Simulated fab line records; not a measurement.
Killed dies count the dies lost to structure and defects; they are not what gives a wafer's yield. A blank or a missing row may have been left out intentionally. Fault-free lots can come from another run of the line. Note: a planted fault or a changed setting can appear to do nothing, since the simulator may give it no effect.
fab line records + flow rit-cmos
record
- lots=14
- wafers=42
- last-day=8
route steps=202 shown NLDD@109 SILICIDE@165 CONTACT@174 M1@194
lots that met no fault: taken from a fault-free run of the same line
start-h: hours from the record's first day to the start of the lot's first wafer shown + wait-h: time in hours since the lot's previous step + " unchanged from the row above + L1.1+2: several wafers, shown together as one row + - no value, or no start given + * or withheld: withheld + < > ~ a bound
route shown NAME@n: names a module that has steps shown in the file, with the first one's number in the route + usual: the fault-free wafers' mean and standard deviation + same: alike in all rows + chamber/n: place in a boat + sites: per-site readings + _std_site: standard deviation of those values + _edge_site: inner sites' mean taken away from outer sites' mean + radius-mm: how far each site lies from the wafer's centre + mask NAME#n: copy n + behind: tool/chamber where the wafer was last shaped + hold: the reason the lot was held/the length of the hold in hours/how it ended + device: transistor that didn't switch, given as n, p or np + end of line: the route-end tests of the same wafers + step lacking rows: just its recipe + killed: at the first sort, the dies lost to defects and structure; wafer yield is something else + map: the dies of a wafer, with x for killed, . for not killed, _ for no die there
set.NAME: the setting that was run; set.NAME@STEP: the one run at that earlier step + model.NAME: the simulator's own value behind a step, which no gauge read
one table for each step of the route and one row for each wafer, over a sample of lots
## steps
# step RIT_NLDD_OVL_MEAS_06
# usual
- NLDD_OVL=1.1/1.3
| lot.wafer | tool       | chamber | start-h | wait-h | NLDD_OVL[nm] |
|-----------|------------|---------|---------|--------|--------------|
| L405.1    | overlay-02 | -       | 48.01   | -      | 1.3          |
| L405.4    | "          | -       | "       | "      | 1.2          |
| L405.6    | "          | -       | "       | "      | -0.4         |
| L407.2    | overlay-01 | -       | 55.23   | -      | 1.7          |
| L407.3    | "          | -       | "       | "      | 0.3          |
| L407.5    | "          | -       | "       | "      | 2.6          |
| L408.2    | overlay-02 | -       | 62.84   | -      | 0.9          |
| L408.4    | "          | -       | "       | "      | 1.9          |
| L408.6    | "          | -       | "       | "      | 0.2          |
| L409.3    | overlay-02 | -       | 70.65   | -      | 1.2          |
| L409.4    | "          | -       | "       | "      | 1.1          |
| L409.5    | "          | -       | "       | "      | 1.0          |
| L410.2    | overlay-01 | -       | 70.89   | -      | 0.6          |
| L410.4    | "          | -       | "       | "      | 0.5          |
| L410.5    | "          | -       | "       | "      | 1.5          |
| L413.3    | overlay-01 | -       | 83.97   | -      | -0.6         |
| L413.5    | "          | -       | "       | "      | 1.2          |
| L413.6    | "          | -       | "       | "      | -1.1         |
| L415.2    | overlay-02 | -       | 99.26   | -      | 0.2          |
| L415.3    | "          | -       | "       | "      | 0.7          |
| L415.5    | "          | -       | "       | "      | 0.7          |
| L419.2    | overlay-01 | -       | 117.89  | -      | 2.7          |
| L419.4    | "          | -       | "       | "      | -0.3         |
| L419.6    | "          | -       | "       | "      | 1.7          |
| L420.3    | overlay-02 | -       | 126.60  | -      | -1.0         |
| L420.5    | "          | -       | "       | "      | 1.2          |
| L420.6    | "          | -       | "       | "      | 0.9          |
| L422.3    | overlay-01 | -       | 131.98  | -      | 2.2          |
| L422.5    | "          | -       | "       | "      | 3.2          |
| L422.6    | "          | -       | "       | "      | 2.2          |
| L423.1    | overlay-02 | -       | 139.28  | -      | 3.2          |
| L423.2    | "          | -       | "       | "      | 3.3          |
| L423.5    | "          | -       | "       | "      | 3.4          |
| L424.1    | overlay-01 | -       | 155.62  | -      | 2.6          |
| L424.3    | "          | -       | "       | "      | 0.9          |
| L424.6    | "          | -       | "       | "      | 1.8          |
| L426.2    | overlay-02 | -       | 161.64  | -      | 1.4          |
| L426.5    | "          | -       | "       | "      | 0.9          |
| L426.6    | "          | -       | "       | "      | 0.8          |
| L427.2    | overlay-01 | -       | 161.93  | -      | 0.6          |
| L427.4    | "          | -       | "       | "      | 2.3          |
| L427.6    | "          | -       | "       | "      | 3.5          |
# step RIT_SILICIDE_RTA_04
# recipe
- temp-c=650
- time-s=10
- idle-temp-c=25
- ramp-up-s=5
- ramp-down-s=5
- cool-to-c=25
- ambient=N2
# usual
- anneal-temp-c-max=652.7/0.56
- wafer_temp_C_max=653.0/0.9
| lot.wafer | tool          | chamber | start-h | wait-h | anneal-temp-c-max | wafer_temp_C_max |
|-----------|---------------|---------|---------|--------|-------------------|------------------|
| L405.1    | rtp-anneal-02 | 0       | 56.88   | 0.1    | 652.5             | 653.9            |
| L405.4    | "             | 0       | "       | "      | 652.4             | 653.9            |
| L405.6    | "             | 0       | "       | "      | 652.7             | 652.8            |
| L407.2    | rtp-anneal-02 | 0       | 67.03   | 0.1    | 653.8             | 655.7            |
| L407.3    | "             | 0       | "       | "      | 653.4             | 655.0            |
| L407.5    | "             | 0       | "       | "      | 652.9             | 653.0            |
| L408.2    | rtp-anneal-01 | 0       | 73.67   | 0.1    | 652.9             | 651.4            |
| L408.4    | "             | 0       | "       | "      | 652.1             | 651.7            |
| L408.6    | "             | 0       | "       | "      | 652.3             | 651.8            |
| L409.3    | rtp-anneal-02 | 0       | 79.75   | 0.1    | 652.6             | 653.5            |
| L409.4    | "             | 0       | "       | "      | 652.8             | 653.7            |
| L409.5    | "             | 0       | "       | "      | 652.5             | 653.7            |
| L410.2    | rtp-anneal-01 | 0       | 81.05   | 0.1    | 652.7             | 652.3            |
| L410.4    | "             | 0       | "       | "      | 652.6             | 652.1            |
| L410.5    | "             | 0       | "       | "      | 653.4             | 652.8            |
| L413.3    | rtp-anneal-02 | 0       | 92.93   | 0.1    | 652.5             | 652.8            |
| L413.5    | "             | 0       | "       | "      | 652.6             | 652.3            |
| L413.6    | "             | 0       | "       | "      | 652.3             | 653.5            |
| L415.2    | rtp-anneal-02 | 0       | 108.39  | 0.1    | 651.8             | 653.3            |
| L415.3    | "             | 0       | "       | "      | 652.9             | 653.9            |
| L415.5    | "             | 0       | "       | "      | 652.7             | 654.5            |
| L419.2    | rtp-anneal-02 | 0       | 126.92  | 0.1    | 652.3             | 654.2            |
| L419.4    | "             | 0       | "       | "      | 652.6             | 654.1            |
| L419.6    | "             | 0       | "       | "      | 652.2             | 653.0            |
| L420.3    | rtp-anneal-01 | 0       | 135.42  | 0.1    | 652.8             | 652.0            |
| L420.5    | "             | 0       | "       | "      | 652.7             | 652.2            |
| L420.6    | "             | 0       | "       | "      | 652.3             | 652.2            |
| L422.3    | rtp-anneal-01 | 0       | 141.12  | 0.1    | 653.5             | 652.2            |
| L422.5    | "             | 0       | "       | "      | 652.9             | 652.1            |
| L422.6    | "             | 0       | "       | "      | 653.0             | 652.2            |
| L423.1    | rtp-anneal-02 | 0       | 148.10  | 0.1    | 652.5             | 653.7            |
| L423.2    | "             | 0       | "       | "      | 652.4             | 653.9            |
| L423.5    | "             | 0       | "       | "      | 653.5             | 654.0            |
| L424.1    | rtp-anneal-01 | 0       | 164.60  | 0.1    | 653.7             | 652.1            |
| L424.3    | "             | 0       | "       | "      | 652.8             | 652.7            |
| L424.6    | "             | 0       | "       | "      | 652.8             | 652.6            |
| L426.2    | rtp-anneal-01 | 0       | 170.82  | 0.1    | 652.3             | 651.6            |
| L426.5    | "             | 0       | "       | "      | 652.2             | 653.0            |
| L426.6    | "             | 0       | "       | "      | 652.3             | 651.7            |
| L427.2    | rtp-anneal-02 | 0       | 172.40  | 0.1    | 652.9             | 653.5            |
| L427.4    | "             | 0       | "       | "      | 654.5             | 654.1            |
| L427.6    | "             | 0       | "       | "      | 652.0             | 653.2            |
# step RIT_CONTACT_PEB_06
# recipe
- resist=NOVOLAK
- temp-c=withheld
- time-s=withheld
# usual
- chill-plate-temp-C=*
- exhaust-pa=45.1/0.87
- resist-line-temp-C=*
| lot.wafer | tool           | chamber | start-h | wait-h | chill-plate-temp-C | exhaust-pa | resist-line-temp-C |
|-----------|----------------|---------|---------|--------|--------------------|------------|--------------------|
| L405.1    | litho-track-04 | 0       | 57.88   | 0.1    | *                  | 43.9       | *                  |
| L405.4    | "              | 0       | "       | "      | *                  | 44.0       | *                  |
| L405.6    | "              | 0       | "       | "      | *                  | 44.7       | *                  |
| L407.2    | litho-track-03 | 0       | 67.92   | 0.1    | *                  | 45.4       | *                  |
| L407.3    | "              | 0       | "       | "      | *                  | 45.1       | *                  |
| L407.5    | "              | 0       | "       | "      | *                  | 45.2       | *                  |
| L408.2    | litho-track-03 | 0       | 74.54   | 0.1    | *                  | 43.6       | *                  |
| L408.4    | "              | 0       | "       | "      | *                  | 43.4       | *                  |
| L408.6    | "              | 0       | "       | "      | *                  | 43.8       | *                  |
| L409.3    | litho-track-04 | 0       | 80.76   | 0.1    | *                  | 45.4       | *                  |
| L409.4    | "              | 0       | "       | "      | *                  | 45.9       | *                  |
| L409.5    | "              | 0       | "       | "      | *                  | 46.5       | *                  |
| L410.2    | litho-track-03 | 0       | 82.11   | 0.1    | *                  | 45.9       | *                  |
| L410.4    | "              | 0       | "       | "      | *                  | 44.8       | *                  |
| L410.5    | "              | 0       | "       | "      | *                  | 45.6       | *                  |
| L413.3    | litho-track-03 | 0       | 93.81   | 0.1    | *                  | 45.3       | *                  |
| L413.5    | "              | 0       | "       | "      | *                  | 45.1       | *                  |
| L413.6    | "              | 0       | "       | "      | *                  | 46.0       | *                  |
| L415.2    | litho-track-03 | 0       | 109.49  | 0.1    | *                  | 45.3       | *                  |
| L415.3    | "              | 0       | "       | "      | *                  | 46.9       | *                  |
| L415.5    | "              | 0       | "       | "      | *                  | 46.3       | *                  |
| L419.2    | litho-track-02 | -       | 127.81  | 0.1    | -                  | -          | -                  |
| L419.4    | "              | -       | "       | "      | -                  | -          | -                  |
| L419.6    | "              | -       | "       | "      | -                  | -          | -                  |
| L420.3    | litho-track-04 | -       | 136.30  | 0.1    | -                  | -          | -                  |
| L420.5    | "              | -       | "       | "      | -                  | -          | -                  |
| L420.6    | "              | -       | "       | "      | -                  | -          | -                  |
| L422.3    | litho-track-02 | 0       | 142.13  | 0.1    | *                  | 43.9       | *                  |
| L422.5    | "              | 0       | "       | "      | *                  | 45.8       | *                  |
| L422.6    | "              | 0       | "       | "      | *                  | 44.9       | *                  |
| L423.1    | litho-track-04 | 0       | 149.08  | 0.1    | *                  | 44.5       | *                  |
| L423.2    | "              | 0       | "       | "      | *                  | 43.2       | *                  |
| L423.5    | "              | 0       | "       | "      | *                  | 44.6       | *                  |
| L424.1    | litho-track-02 | 0       | 165.45  | 0.1    | *                  | 44.1       | *                  |
| L424.3    | "              | 0       | "       | "      | *                  | 44.8       | *                  |
| L424.6    | "              | 0       | "       | "      | *                  | 44.4       | *                  |
| L426.2    | litho-track-04 | 0       | 171.81  | 0.1    | *                  | 45.0       | *                  |
| L426.5    | "              | 0       | "       | "      | *                  | 44.7       | *                  |
| L426.6    | "              | 0       | "       | "      | *                  | 45.3       | *                  |
| L427.2    | litho-track-03 | 0       | 173.39  | 0.1    | *                  | 46.5       | *                  |
| L427.4    | "              | 0       | "       | "      | *                  | 45.2       | *                  |
| L427.6    | "              | 0       | "       | "      | *                  | 44.6       | *                  |
# step RIT_M1_OVL_MEAS_10
# usual
- M1_OVL=-0.3/1.5
| lot.wafer | tool       | chamber | start-h | wait-h | M1_OVL[nm] |
|-----------|------------|---------|---------|--------|------------|
| L405.1    | overlay-02 | -       | 60.91   | 0.1    | 0.0        |
| L405.4    | "          | -       | "       | "      | -0.4       |
| L405.6    | "          | -       | "       | "      | -0.3       |
| L407.2    | overlay-02 | -       | 71.07   | 0.1    | -2.0       |
| L407.3    | "          | -       | "       | "      | -2.2       |
| L407.5    | "          | -       | "       | "      | -1.5       |
| L408.2    | overlay-01 | -       | 77.64   | 0.1    | -0.6       |
| L408.4    | "          | -       | "       | "      | 0.2        |
| L408.6    | "          | -       | "       | "      | 0.2        |
| L409.3    | overlay-01 | -       | 83.77   | 0.1    | -1.9       |
| L409.4    | "          | -       | "       | "      | -2.7       |
| L409.5    | "          | -       | "       | "      | 0.4        |
| L410.2    | overlay-01 | -       | 85.15   | 0.1    | 0.4        |
| L410.4    | "          | -       | "       | "      | -1.0       |
| L410.5    | "          | -       | "       | "      | -0.1       |
| L413.3    | overlay-02 | -       | 96.95   | 0.1    | 0.2        |
| L413.5    | "          | -       | "       | "      | 0.3        |
| L413.6    | "          | -       | "       | "      | -0.1       |
| L415.2    | overlay-01 | -       | 112.62  | 0.1    | -2.1       |
| L415.3    | "          | -       | "       | "      | -1.3       |
| L415.5    | "          | -       | "       | "      | 0.1        |
| L419.2    | overlay-02 | -       | 130.81  | 0.1    | -2.6       |
| L419.4    | "          | -       | "       | "      | -2.7       |
| L419.6    | "          | -       | "       | "      | -2.7       |
| L420.3    | overlay-02 | -       | 139.51  | 0.1    | -2.0       |
| L420.5    | "          | -       | "       | "      | -1.6       |
| L420.6    | "          | -       | "       | "      | -1.8       |
| L422.3    | overlay-01 | -       | 145.27  | 0.1    | 1.3        |
| L422.5    | "          | -       | "       | "      | -0.6       |
| L422.6    | "          | -       | "       | "      | 0.7        |
| L423.1    | overlay-01 | -       | 152.24  | 0.1    | -0.8       |
| L423.2    | "          | -       | "       | "      | -0.4       |
| L423.5    | "          | -       | "       | "      | 0.3        |
| L424.1    | overlay-02 | -       | 168.69  | 0.1    | -1.1       |
| L424.3    | "          | -       | "       | "      | -3.1       |
| L424.6    | "          | -       | "       | "      | -2.7       |
| L426.2    | overlay-02 | -       | 175.04  | 0.1    | 0.6        |
| L426.5    | "          | -       | "       | "      | -1.4       |
| L426.6    | "          | -       | "       | "      | 1.1        |
| L427.2    | overlay-02 | -       | 176.66  | 0.1    | 0.3        |
| L427.4    | "          | -       | "       | "      | 0.0        |
| L427.6    | "          | -       | "       | "      | -1.0       |
## key
first-sign
- step=RIT_CONTACT_PEB_06
- reading=tool-record
- direction=missing
effect none on later readings
met-at RIT_CONTACT_PEB_06
struck-lots L419,L420
sort-left-out L419.2,L419.4,L419.6,L420.3,L420.5,L420.6
tester-left-out L419,L420
not-acting-at RIT_NLDD_OVL_MEAS_06,RIT_SILICIDE_RTA_04,RIT_M1_OVL_MEAS_10
onset-between 80.76 127.81
fault
- kind=skipped-step-whole
- tool=litho-track-02,litho-track-04
- chamber=-
- onset-h=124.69
- steps=RIT_CONTACT_PEB_06
- scope=struck-lots-only
# tester-left-out: of these lots the tester's yield and bins aren't shown, on N5 and GAA mostly nor the transistor test; their killed dies are dies lost to structure and defects alone, not to doping, threshold or leakage, so they don't give the yield
# sort-left-out: the simulated sort isn't trusted on such a fault, so these wafers' sort isn't shown, and their yield isn't known
